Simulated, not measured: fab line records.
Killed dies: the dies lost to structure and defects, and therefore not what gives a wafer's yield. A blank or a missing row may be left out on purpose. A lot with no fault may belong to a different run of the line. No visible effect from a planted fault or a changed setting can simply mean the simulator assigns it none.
fab line records    flow berkeley-cmos170
record: lots: 5  wafers: 23
route steps=331 shown START@3 NWELL@15 PWELL@39 NLDD@167 PSD@183 NSD@190 BACKSIDE@199 SDANNEAL@204
start-h: the number of hours between the record's first day and the start of the first shown wafer of the lot    wait-h: time in hours since the lot's previous step    " identical to the entry in the row above    L1.1+2: several wafers, shown together as one row    - value missing, or start not given    * or withheld: withheld    < > ~ a bound
route shown NAME@n: names a module that has steps shown in the file, with the first one's number in the route    usual: mean and standard deviation over wafers with no fault    same: alike in all rows    chamber/n: place in a boat    sites: each site's reading    _std_site: the values' standard deviation    _edge_site: inner sites' mean taken away from outer sites' mean    radius-mm: for every site, how far away it sits from the centre of the wafer    mask NAME#n: copy n    behind: the last tool/chamber to shape the wafer    hold: reason for holding the lot/hours on hold/outcome of the hold    device: transistor that didn't switch, given as n, p or np    end of line: tests run on the same wafers once the route is complete    a step given without rows: its recipe and nothing more    killed: count of dies lost to structure and defects at first sort (not the wafer's yield)    map: shows each die of a wafer: x if killed, . if not, _ if none is there
set.NAME: the setting the step ran with; set.NAME@STEP: the setting that earlier step ran with    model.NAME: the simulator's own value behind a step, which no gauge read
lots with deliberately changed settings; one table per step, one row per wafer
== steps ==
step: UCB170_START_OXIDATION_02
recipe: temp-c: 950  ambient: O2  target-thk-a: 200  ox-time-s: 1800
lot.wafer  tool        chamber  start-h  wait-h  set.temp-c  model.SiO2_of_START_OXIDATION_02.thk-nm
L074.3     furnace-03  0        12.35    2.1     950         19.85
L074.4     "           0        "        "       950         20.03
L074.6     "           0        "        "       950         19.86
L076.1     -           -        -        0.2     960.9       22.76
L076.2     "           -        "        "       960.9       22.69
L076.4     "           -        "        "       960.9       22.26
L076.5     "           -        "        "       960.9       22.61
L076.6     "           -        "        "       960.9       22.45
L080.1     -           -        -        2.0     950         20.3
L080.2     "           -        "        "       950         20.06
L080.4     "           -        "        "       950         20.48
L080.5     "           -        "        "       950         20.46
L080.6     "           -        "        "       950         20.37
L081.2     -           -        -        1.5     930.6       16.32
L081.3     "           -        "        "       930.6       16.52
L081.4     "           -        "        "       930.6       16.31
L081.5     "           -        "        "       930.6       16.69
L081.6     "           -        "        "       930.6       16.56
L082.1     -           -        -        3.2     950         19.78
L082.3     "           -        "        "       950         19.89
L082.4     "           -        "        "       950         19.98
L082.5     "           -        "        "       950         19.91
L082.6     "           -        "        "       950         20
step: UCB170_START_THK_MEAS_03
recipe: reads: SiO2_of_START_OXIDATION_02
usual: START_OXIDE_THK: 20.1/0.32
lot.wafer  tool           chamber  start-h  wait-h  set.temp-c@START_OXIDATION_02  START_OXIDE_THK[nm]
L074.3     film-metro-03  -        13.87    0.0     950                            19.9
L074.4     "              -        "        "       950                            20.0
L074.6     "              -        "        "       950                            19.9
L076.1     film-metro-01  -        -        -       960.9                          22.7
L076.2     "              -        "        "       960.9                          22.7
L076.4     "              -        "        "       960.9                          22.3
L076.5     "              -        "        "       960.9                          22.6
L076.6     "              -        "        "       960.9                          22.4
L080.1     film-metro-03  -        -        -       950                            20.3
L080.2     "              -        "        "       950                            20.1
L080.4     "              -        "        "       950                            20.5
L080.5     "              -        "        "       950                            20.5
L080.6     "              -        "        "       950                            20.4
L081.2     film-metro-04  -        -        -       930.6                          16.3
L081.3     "              -        "        "       930.6                          16.5
L081.4     "              -        "        "       930.6                          16.3
L081.5     "              -        "        "       930.6                          16.7
L081.6     "              -        "        "       930.6                          16.6
L082.1     film-metro-04  -        -        -       950                            19.7
L082.3     "              -        "        "       950                            19.9
L082.4     "              -        "        "       950                            20.0
L082.5     "              -        "        "       950                            19.9
L082.6     "              -        "        "       950                            20.0
step: UCB170_NWELL_OXIDATION_01
recipe: temp-c: 1000  ambient: O2  target-thk-a: 264  ox-time-s: 1260
lot.wafer  tool        chamber  start-h  wait-h  set.ox-time-s  model.SiO2_of_NWELL_OXIDATION_01.thk-nm
L074.3     furnace-02  0        22.74    0.4     1260           26.62
L074.4     "           0        "        "       1260           26.38
L074.6     "           0        "        "       1260           26.42
L076.1     -           -        -        2.7     1374           27.93
L076.2+6   "           -        "        "       1374           28.34
L076.4     "           -        "        "       1374           28.04
L076.5     "           -        "        "       1374           28.27
L080.1     -           -        -        3.0     1152           25.71
L080.2     "           -        "        "       1152           24.78
L080.4     "           -        "        "       1152           24.87
L080.5     "           -        "        "       1152           24.84
L080.6     "           -        "        "       1152           25.08
L081.2     -           -        -        2.6     1159           24.96
L081.3     "           -        "        "       1159           24.25
L081.4     "           -        "        "       1159           24.41
L081.5     "           -        "        "       1159           24.97
L081.6     "           -        "        "       1159           24.74
L082.1     -           -        -        0.6     1124           24.94
L082.3     "           -        "        "       1124           24.53
L082.4     "           -        "        "       1124           24.87
L082.5     "           -        "        "       1124           24.8
L082.6     "           -        "        "       1124           24.73
step: UCB170_NWELL_THK_MEAS_02
recipe: reads: SiO2_of_NWELL_OXIDATION_01
usual: NWELL_OXIDE_THK: 26.4/0.36
lot.wafer  tool           chamber  start-h  wait-h  set.ox-time-s@NWELL_OXIDATION_01  NWELL_OXIDE_THK[nm]
L074.3     film-metro-04  -        24.11    0.0     1260                              26.6
L074.4     "              -        "        "       1260                              26.4
L074.6     "              -        "        "       1260                              26.4
L076.1     film-metro-04  -        -        -       1374                              27.9
L076.2     "              -        "        "       1374                              28.3
L076.4     "              -        "        "       1374                              28.1
L076.5     "              -        "        "       1374                              28.2
L076.6     "              -        "        "       1374                              28.3
L080.1     film-metro-04  -        -        -       1152                              25.7
L080.2     "              -        "        "       1152                              24.8
L080.4     "              -        "        "       1152                              24.8
L080.5     "              -        "        "       1152                              24.8
L080.6     "              -        "        "       1152                              25.1
L081.2     film-metro-01  -        -        -       1159                              25.0
L081.3     "              -        "        "       1159                              24.3
L081.4     "              -        "        "       1159                              24.5
L081.5     "              -        "        "       1159                              25.0
L081.6     "              -        "        "       1159                              24.8
L082.1     film-metro-02  -        -        -       1124                              24.9
L082.3     "              -        "        "       1124                              24.5
L082.4     "              -        "        "       1124                              24.8
L082.5     "              -        "        "       1124                              24.8
L082.6     "              -        "        "       1124                              24.8
step: UCB170_PWELL_CVD_05
recipe: material: Si3N4  target-thk-nm: 220  temp-c: 800  precursor: SiH2Cl2/NH3  time-s: 3300  pressure-mtorr: 200  sih2cl2-flow-sccm: 25  nh3-flow-sccm: 75
lot.wafer  tool      chamber  start-h  wait-h  set.sih2cl2-flow-sccm  model.Si3N4_of_PWELL_CVD_05.thk-nm
L074.3     lpcvd-01  0        43.47    0.0     25                     219.2
L074.4     "         0        "        "       25                     218.8
L074.6     "         0        "        "       25                     219.7
L076.1     -         -        -        0.0     25                     218.2
L076.2     "         -        "        "       25                     217.7
L076.4     "         -        "        "       25                     218.7
L076.5     "         -        "        "       25                     219.3
L076.6     "         -        "        "       25                     218.5
L080.1     -         -        -        0.0     23.32                  218.5
L080.2     "         -        "        "       23.32                  218.9
L080.4+6   "         -        "        "       23.32                  218.1
L080.5     "         -        "        "       23.32                  216.5
L081.2     -         -        -        0.0     28.69                  229.8
L081.3     "         -        "        "       28.69                  231.2
L081.4     "         -        "        "       28.69                  231
L081.5     "         -        "        "       28.69                  230
L081.6     "         -        "        "       28.69                  229.1
L082.1     -         -        -        0.0     22.78                  216.6
L082.3     "         -        "        "       22.78                  217.1
L082.4     "         -        "        "       22.78                  215.5
L082.5     "         -        "        "       22.78                  214.8
L082.6     "         -        "        "       22.78                  216.8
step: UCB170_PWELL_THK_MEAS_06
recipe: reads: Si3N4_of_PWELL_CVD_05
usual: PWELL_NITRIDE_THK: 220.5/1.7
lot.wafer  tool           chamber  start-h  wait-h  set.sih2cl2-flow-sccm@PWELL_CVD_05  PWELL_NITRIDE_THK[nm]
L074.3     film-metro-04  -        45.41    0.0     25                                  219.5
L074.4     "              -        "        "       25                                  218.7
L074.6     "              -        "        "       25                                  219.5
L076.1     film-metro-02  -        -        -       25                                  218.2
L076.2     "              -        "        "       25                                  217.8
L076.4     "              -        "        "       25                                  218.7
L076.5     "              -        "        "       25                                  219.2
L076.6     "              -        "        "       25                                  218.6
L080.1     film-metro-04  -        -        -       23.32                               218.3
L080.2     "              -        "        "       23.32                               218.9
L080.4     "              -        "        "       23.32                               218.2
L080.5     "              -        "        "       23.32                               216.6
L080.6     "              -        "        "       23.32                               218.2
L082.1     film-metro-03  -        -        -       22.78                               216.6
L082.3     "              -        "        "       22.78                               217.0
L082.4     "              -        "        "       22.78                               215.4
L082.5     "              -        "        "       22.78                               214.8
L082.6     "              -        "        "       22.78                               216.9
L081.2     film-metro-02  -        -        -       28.69                               229.9
L081.3     "              -        "        "       28.69                               231.2
L081.4     "              -        "        "       28.69                               231.0
L081.5     "              -        "        "       28.69                               229.9
L081.6     "              -        "        "       28.69                               229.0
step: UCB170_PWELL_HMDS_07
recipe: prime-time-s: 60  prime-temp-c: 100
step: UCB170_PWELL_COAT_08
recipe: resist: KrF  spin-rpm: 1500  resist-thk-nm: 900
step: UCB170_PWELL_DEVELOP_12
recipe: developer: TMAH  develop-time-s: 45  resist: KrF  dev-temp-c: 21
step: UCB170_PWELL_ETCH_14
recipe: chemistry: CH3F/Ar/O2  target: Si3N4  stop-on: SiO2  CH3F_flow_sccm: 20  Ar_flow_sccm: 50  O2_flow_sccm: 7  pressure-mtorr: 50  rf-w: 450  target-depth-a: 2420  over-etch-frac: 0.1  time-s: 151
lot.wafer  tool         chamber  start-h  wait-h  set.sih2cl2-flow-sccm@PWELL_CVD_05  model.etch.depth-nm
L074.3     rie-diel-01  1        46.57    0.0     25                                  219.2
L074.4     "            0        "        "       25                                  218.8
L074.6     "            1        "        "       25                                  219.7
L076.1     rie-diel-03  3        60.91    0.0     25                                  218.2
L076.2     "            0        "        "       25                                  217.7
L076.4     "            2        "        "       25                                  218.7
L076.5     "            2        "        "       25                                  219.3
L076.6     "            1        "        "       25                                  218.5
L080.1     rie-diel-01  1        83.92    0.0     23.32                               218.5
L080.2     "            3        "        "       23.32                               218.9
L080.4+6   "            2        "        "       23.32                               218.1
L080.5     "            3        "        "       23.32                               216.5
L081.2     rie-diel-02  3        84.41    0.0     28.69                               229.8
L081.3     "            0        "        "       28.69                               231.2
L081.4     "            2        "        "       28.69                               231
L081.5     "            1        "        "       28.69                               230
L081.6     "            2        "        "       28.69                               229.1
L082.1     rie-diel-01  2        84.49    0.0     22.78                               216.6
L082.3     "            0        "        "       22.78                               217.1
L082.4     "            1        "        "       22.78                               215.5
L082.5     "            3        "        "       22.78                               214.8
L082.6     "            2        "        "       22.78                               216.8
step: UCB170_NLDD_IMPLANT_09
recipe: species: As  dose-cm2: 5e+13  energy-kev: 30  tilt-deg: 7  rotation-deg: 180
lot.wafer   tool          chamber  start-h  wait-h  set.dose-cm2
L074.3+4+6  implanter-03  0        122.80   0.1     5e+13
L076.1+4    implanter-04  0        143.38   0.1     5e+13
L076.2+5+6  "             0        "        "       5.188e+13
L080.1+4+5  implanter-04  0        162.99   0.1     5e+13
L080.2+6    "             0        "        "       5.356e+13
L082.1+3+4  implanter-02  0        163.63   0.1     5e+13
L082.5+6    "             0        "        "       5.286e+13
L081.2+3    implanter-03  0        163.78   0.1     5e+13
L081.4+5+6  "             0        "        "       5.357e+13
step: UCB170_PSD_IMPLANT_08
recipe: species: B  dose-cm2: 3e+15  energy-kev: 20  tilt-deg: 7
lot.wafer       tool          chamber  start-h  wait-h  set.dose-cm2
L074.3+4+6      implanter-03  0        130.17   0.1     3e+15
L076.1+2+5      implanter-04  0        148.52   0.0     3e+15
L076.4+6        "             0        "        "       2.845e+15
L080.1+2+4+5+6  implanter-04  0        169.75   0.0     3e+15
L082.1+3+5      implanter-03  0        169.83   0.0     3e+15
L082.4+6        "             0        "        "       3.143e+15
L081.2+3+4+5+6  implanter-04  0        170.05   0.0     3e+15
step: UCB170_PSD_STRIP_09
recipe: chemistry: O2  power-w: 400  pressure-mtorr: 3500  platen-temp-c: withheld  o2-flow-sccm: 400  overash-fraction: 0.5
usual: strip-time-to-endpoint-s: 29.39/0.097
lot.wafer  tool             chamber  start-h  wait-h  set.dose-cm2@PSD_IMPLANT_08  strip-time-to-endpoint-s
L074.3     plasma-asher-01  0        130.30   0.1     3e+15                        29.38
L074.4     "                1        "        "       3e+15                        29.24
L074.6     "                0        "        "       3e+15                        29.39
L076.1     plasma-asher-01  1        148.67   0.1     3e+15                        29.28
L076.2     "                0        "        "       3e+15                        29.28
L076.4     "                0        "        "       2.845e+15                    28.76
L076.5     "                0        "        "       3e+15                        29.32
L076.6     "                1        "        "       2.845e+15                    28.77
L080.1     plasma-asher-01  1        169.90   0.1     3e+15                        29.39
L080.2     "                0        "        "       3e+15                        29.30
L080.4     "                0        "        "       3e+15                        29.45
L080.5     "                1        "        "       3e+15                        29.42
L080.6     "                0        "        "       3e+15                        29.37
L082.1     plasma-asher-04  1        169.98   0.1     3e+15                        29.43
L082.3     "                1        "        "       3e+15                        29.35
L082.4     "                0        "        "       3.143e+15                    29.88
L082.5     "                0        "        "       3e+15                        29.42
L082.6     "                1        "        "       3.143e+15                    29.90
L081.2     plasma-asher-03  1        170.17   0.1     3e+15                        29.37
L081.3     "                1        "        "       3e+15                        29.47
L081.4     "                0        "        "       3e+15                        29.46
L081.5     "                0        "        "       3e+15                        29.45
L081.6     "                1        "        "       3e+15                        29.43
step: UCB170_NSD_EXPOSE_03
recipe: mask-id: NSELECT_MOD  na: 0.5  sigma-outer: 0.6  source-shape: conventional  target-cd-nm: 1200  dose-mj: 30
lot.wafer   tool            chamber  start-h  wait-h  mask           set.dose-mj
L074.3+4+6  krf-scanner-01  0        131.09   0.1     NSELECT_MOD#0  30
L076.1+5    krf-scanner-02  0        150.43   0.3     NSELECT_MOD#0  30
L076.2+4+6  "               0        "        "       NSELECT_MOD#0  28.46
L080.1+5    krf-scanner-02  0        171.36   0.3     NSELECT_MOD#0  30
L080.2+4+6  "               0        "        "       NSELECT_MOD#0  31.71
L082.1+5    krf-scanner-02  0        171.66   0.1     NSELECT_MOD#0  31.97
L082.3+4+6  "               0        "        "       NSELECT_MOD#0  30
L081.2+3+4  krf-scanner-02  0        171.80   0.2     NSELECT_MOD#0  30
L081.5+6    "               0        "        "       NSELECT_MOD#0  28.13
step: UCB170_NSD_PEB_04
recipe: peb-temp-c: 130  peb-time-s: withheld  resist: KrF
step: UCB170_NSD_DEVELOP_05
recipe: developer: TMAH  develop-time-s: 45  resist: KrF  dev-temp-c: 21
step: UCB170_NSD_CD_MEAS_06
recipe: target-cd-nm: 1200
usual: cd-nm: 1200.0/1.3
lot.wafer  tool       chamber  start-h  wait-h  set.dose-mj@NSD_EXPOSE_03  cd-nm
L074.3     cd-sem-01  -        131.48   -       30                         1202.2
L074.4     "          -        "        "       30                         1200.2
L074.6     "          -        "        "       30                         1201.5
L076.1     cd-sem-02  -        151.18   -       30                         1201.1
L076.2     "          -        "        "       28.46                      1190.6
L076.4     "          -        "        "       28.46                      1189.2
L076.5     "          -        "        "       30                         1199.6
L076.6     "          -        "        "       28.46                      1190.7
L080.1     cd-sem-01  -        172.22   -       30                         1201.1
L080.2     "          -        "        "       31.71                      1209.6
L080.4     "          -        "        "       31.71                      1209.3
L080.5     "          -        "        "       30                         1199.7
L080.6     "          -        "        "       31.71                      1209.8
L082.1     cd-sem-01  -        172.94   -       31.97                      1213.1
L082.3     "          -        "        "       30                         1200.6
L082.4     "          -        "        "       30                         1200.8
L082.5     "          -        "        "       31.97                      1212.9
L082.6     "          -        "        "       30                         1200.8
L081.2     cd-sem-02  -        172.97   -       30                         1199.7
L081.3     "          -        "        "       30                         1199.5
L081.4     "          -        "        "       30                         1199.0
L081.5     "          -        "        "       28.13                      1188.6
L081.6     "          -        "        "       28.13                      1187.3
step: UCB170_NSD_IMPLANT_08
recipe: species: P  dose-cm2: 3e+15  energy-kev: 40  tilt-deg: 7
lot.wafer   tool          chamber  start-h  wait-h  set.energy-kev  model.implant.rp-nm  model.implant.drp-nm
L074.3+4+6  implanter-01  0        131.65   0.1     40              49.22                21.16
L076.1+6    implanter-02  0        151.34   0.0     37.82           45.07                20.17
L076.2+4+5  "             0        "        "       40              47.62                21.16
L080.1+2+5  implanter-02  0        172.38   0.0     40              47.59                21.16
L080.4+6    "             0        "        "       41.65           49.52                21.89
L082.1+5+6  implanter-04  0        173.10   0.0     40              47.74                21.16
L082.3+4    "             0        "        "       38.89           46.44                20.66
L081.2+4+6  implanter-02  0        173.13   0.0     40              48.99                21.16
L081.3+5    "             0        "        "       41.25           50.5                 21.71
step: UCB170_NSD_STRIP_09
recipe: chemistry: O2  power-w: 400  pressure-mtorr: 3500  platen-temp-c: withheld  o2-flow-sccm: 400  overash-fraction: 0.5
usual: oes-product-au: 0.533/0.0042  strip-time-to-endpoint-s: 35.78/0.073
lot.wafer  tool             chamber  start-h  wait-h  set.power-w  oes-product-au  strip-time-to-endpoint-s
L074.3     plasma-asher-01  0        131.78   0.1     400          0.530           35.68
L074.4     "                1        "        "       400          0.534           35.69
L074.6     "                0        "        "       400          0.537           35.69
L076.1     plasma-asher-01  1        151.49   0.1     400          0.538           34.90
L076.2     "                0        "        "       352          0.500           39.43
L076.4     "                0        "        "       400          0.531           35.73
L076.5     "                0        "        "       352          0.508           39.39
L076.6     "                1        "        "       400          0.533           34.96
L080.1     plasma-asher-03  0        172.53   0.1     400          0.536           35.76
L080.2     "                1        "        "       400          0.543           35.79
L080.4     "                1        "        "       400          0.527           36.34
L080.5     "                1        "        "       400          0.529           35.76
L080.6     "                0        "        "       400          0.530           36.30
L082.1     plasma-asher-02  1        173.25   0.1     400          0.532           35.77
L082.3     "                1        "        "       359.2        0.508           38.35
L082.4     "                0        "        "       400          0.540           35.34
L082.5     "                0        "        "       400          0.530           35.84
L082.6     "                1        "        "       359.2        0.514           38.82
L081.2     plasma-asher-01  0        173.25   0.1     378.1        0.515           37.35
L081.3     "                1        "        "       400          0.530           36.20
L081.4     "                0        "        "       400          0.525           35.80
L081.5     "                1        "        "       400          0.528           36.23
L081.6     "                0        "        "       378.1        0.518           37.28
step: UCB170_NSD_TW_MEAS_10
usual: NSD_TW: 4177/29
lot.wafer  tool           chamber  start-h  wait-h  set.energy-kev@NSD_IMPLANT_08  NSD_TW
L074.3     film-metro-01  -        131.87   0.1     40                             4152
L074.4     "              -        "        "       40                             4176
L074.6     "              -        "        "       40                             4161
L076.1     film-metro-04  -        151.59   0.1     37.82                          4150
L076.2     "              -        "        "       40                             4200
L076.4     "              -        "        "       40                             4201
L076.5     "              -        "        "       40                             4198
L076.6     "              -        "        "       37.82                          4108
L080.1     film-metro-03  -        172.63   0.1     40                             4223
L080.2     "              -        "        "       40                             4235
L080.4     "              -        "        "       41.65                          4289
L080.5     "              -        "        "       40                             4215
L080.6     "              -        "        "       41.65                          4263
L082.1     film-metro-04  -        173.35   0.1     40                             4175
L082.3     "              -        "        "       38.89                          4161
L082.4     "              -        "        "       38.89                          4133
L082.5     "              -        "        "       40                             4165
L082.6     "              -        "        "       40                             4165
L081.2     film-metro-01  -        173.36   0.1     40                             4150
L081.3     "              -        "        "       41.25                          4197
L081.4     "              -        "        "       40                             4168
L081.5     "              -        "        "       41.25                          4198
L081.6     "              -        "        "       40                             4168
step: UCB170_NSD_CLEAN_11
recipe: chemistry: SPM  temp-c: 120  time-s: 600
step: UCB170_BACKSIDE_HMDS_00
recipe: prime-time-s: 60  prime-temp-c: 100
step: UCB170_SDANNEAL_RTA_00
recipe: temp-c: 900  time-s: 10  ambient: N2
step: UCB170_SDANNEAL_RTA_01
recipe: temp-c: 1050  time-s: 5  ambient: N2
step: UCB170_SDANNEAL_RS_MEAS_02
recipe: thk-meas-gauge: four-point-probe
usual: PSD_RS: 75.66/0.29
lot.wafer  tool           chamber  start-h  wait-h  set.dose-cm2@PSD_IMPLANT_08  PSD_RS[ohm/sq]
L074.3     film-metro-01  -        132.98   0.1     3e+15                        75.52
L074.4     "              -        "        "       3e+15                        75.97
L074.6     "              -        "        "       3e+15                        75.67
L076.1     film-metro-03  -        152.70   0.0     3e+15                        75.93
L076.2     "              -        "        "       3e+15                        76.09
L076.4     "              -        "        "       2.845e+15                    78.95
L076.5     "              -        "        "       3e+15                        75.99
L076.6     "              -        "        "       2.845e+15                    78.69
L080.1     film-metro-04  -        174.24   0.0     3e+15                        76.00
L080.2     "              -        "        "       3e+15                        76.27
L080.4     "              -        "        "       3e+15                        75.70
L080.5     "              -        "        "       3e+15                        76.05
L080.6     "              -        "        "       3e+15                        76.11
L082.1     film-metro-04  -        174.87   0.0     3e+15                        75.30
L082.3     "              -        "        "       3e+15                        75.93
L082.4     "              -        "        "       3.143e+15                    72.89
L082.5     "              -        "        "       3e+15                        75.55
L082.6     "              -        "        "       3.143e+15                    72.74
L081.2     film-metro-01  -        175.50   0.1     3e+15                        75.53
L081.3     "              -        "        "       3e+15                        75.38
L081.4     "              -        "        "       3e+15                        75.65
L081.5     "              -        "        "       3e+15                        75.52
L081.6     "              -        "        "       3e+15                        75.48
step: UCB170_SDANNEAL_RS_MEAS_03
recipe: thk-meas-gauge: four-point-probe
usual: NSD_RS: 37.29/0.085
lot.wafer  tool           chamber  start-h  wait-h  set.energy-kev@NSD_IMPLANT_08  NSD_RS[ohm/sq]
L074.3     film-metro-01  -        133.10   0.1     40                             37.37
L074.4     "              -        "        "       40                             37.44
L074.6     "              -        "        "       40                             37.44
L076.1     film-metro-03  -        152.82   0.1     37.82                          38.00
L076.2     "              -        "        "       40                             37.33
L076.4     "              -        "        "       40                             37.37
L076.5     "              -        "        "       40                             37.33
L076.6     "              -        "        "       37.82                          38.04
L080.1     film-metro-04  -        174.36   0.1     40                             37.25
L080.2     "              -        "        "       40                             37.34
L080.4     "              -        "        "       41.65                          36.77
L080.5     "              -        "        "       40                             37.29
L080.6     "              -        "        "       41.65                          36.90
L082.1     film-metro-04  -        174.99   0.1     40                             37.18
L082.3     "              -        "        "       38.89                          37.61
L082.4     "              -        "        "       38.89                          37.67
L082.5     "              -        "        "       40                             37.14
L082.6     "              -        "        "       40                             37.27
L081.2     film-metro-01  -        175.62   0.1     40                             37.31
L081.3     "              -        "        "       41.25                          36.95
L081.4     "              -        "        "       40                             37.19
L081.5     "              -        "        "       41.25                          36.90
L081.6     "              -        "        "       40                             37.29
step: UCB170_SDANNEAL_RS_MEAS_05
recipe: thk-meas-gauge: four-point-probe
usual: NLDD_RS: 617.1/1.6
lot.wafer  tool           chamber  start-h  wait-h  set.dose-cm2@NLDD_IMPLANT_09  NLDD_RS[ohm/sq]
L074.3     film-metro-01  -        133.34   0.1     5e+13                         617.6
L074.4     "              -        "        "       5e+13                         617.1
L074.6     "              -        "        "       5e+13                         618.0
L076.1     film-metro-03  -        153.06   0.1     5e+13                         621.6
L076.2     "              -        "        "       5.188e+13                     613.7
L076.4     "              -        "        "       5e+13                         621.4
L076.5     "              -        "        "       5.188e+13                     612.9
L076.6     "              -        "        "       5.188e+13                     612.4
L080.1     film-metro-04  -        174.60   0.1     5e+13                         616.9
L080.2     "              -        "        "       5.356e+13                     601.6
L080.4     "              -        "        "       5e+13                         617.3
L080.5     "              -        "        "       5e+13                         615.8
L080.6     "              -        "        "       5.356e+13                     602.5
L082.1     film-metro-04  -        175.23   0.1     5e+13                         614.9
L082.3     "              -        "        "       5e+13                         616.0
L082.4     "              -        "        "       5e+13                         614.6
L082.5     "              -        "        "       5.286e+13                     604.7
L082.6     "              -        "        "       5.286e+13                     605.2
L081.2     film-metro-01  -        175.86   0.1     5e+13                         617.1
L081.3     "              -        "        "       5e+13                         618.9
L081.4     "              -        "        "       5.357e+13                     602.6
L081.5     "              -        "        "       5.357e+13                     602.6
L081.6     "              -        "        "       5.357e+13                     602.8
== key ==
split: step: UCB170_START_OXIDATION_02  setting: temp-c  stated: 950  by: lot
response: step: UCB170_START_OXIDATION_02  reading: model.SiO2_of_START_OXIDATION_02.thk-nm  change: +1.88  per: 1%  r: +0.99
response: step: UCB170_START_THK_MEAS_03  reading: START_OXIDE_THK  change: +1.88  per: 1%  r: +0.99
split: step: UCB170_NWELL_OXIDATION_01  setting: ox-time-s  stated: 1260  by: lot
response: step: UCB170_NWELL_OXIDATION_01  reading: model.SiO2_of_NWELL_OXIDATION_01.thk-nm  change: +0.181  per: 1%  r: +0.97
response: step: UCB170_NWELL_THK_MEAS_02  reading: NWELL_OXIDE_THK  change: +0.18  per: 1%  r: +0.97
split: step: UCB170_PWELL_CVD_05  setting: sih2cl2-flow-sccm  stated: 25  by: lot
response: step: UCB170_PWELL_CVD_05  reading: model.Si3N4_of_PWELL_CVD_05.thk-nm  change: +0.581  per: 1%  r: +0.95
response: step: UCB170_PWELL_THK_MEAS_06  reading: PWELL_NITRIDE_THK  change: +0.581  per: 1%  r: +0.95
response: step: UCB170_PWELL_ETCH_14  reading: model.etch.depth-nm  change: +0.581  per: 1%  r: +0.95
split: step: UCB170_NLDD_IMPLANT_09  setting: dose-cm2  stated: 5e+13  by: wafer
response: step: UCB170_SDANNEAL_RS_MEAS_05  reading: NLDD_RS  change: -2.05  per: 1%  r: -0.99
split: step: UCB170_PSD_IMPLANT_08  setting: dose-cm2  stated: 3e+15  by: wafer
response: step: UCB170_PSD_STRIP_09  reading: strip-time-to-endpoint-s  change: *  per: 1%  r: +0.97
response: step: UCB170_SDANNEAL_RS_MEAS_02  reading: PSD_RS  change: -0.562  per: 1%  r: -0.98
split: step: UCB170_NSD_EXPOSE_03  setting: dose-mj  stated: 30  by: wafer
response: step: UCB170_NSD_CD_MEAS_06  reading: cd-nm  change: +1.82  per: 1%  r: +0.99
split: step: UCB170_NSD_IMPLANT_08  setting: energy-kev  stated: 40  by: wafer
response: step: UCB170_NSD_IMPLANT_08  reading: model.implant.rp-nm  change: +0.47  per: 1%  r: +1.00
response: step: UCB170_NSD_IMPLANT_08  reading: model.implant.drp-nm  change: +0.18  per: 1%  r: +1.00
response: step: UCB170_NSD_TW_MEAS_10  reading: NSD_TW  change: +12  per: 1%  r: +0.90
response: step: UCB170_SDANNEAL_RS_MEAS_03  reading: NSD_RS  change: -0.123  per: 1%  r: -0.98
split: step: UCB170_NSD_STRIP_09  setting: power-w  stated: 400  by: wafer
response: step: UCB170_NSD_STRIP_09  reading: oes-product-au  change: +0.00235  per: 1%  r: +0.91
response: step: UCB170_NSD_STRIP_09  reading: strip-time-to-endpoint-s  change: *  per: 1%  r: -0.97
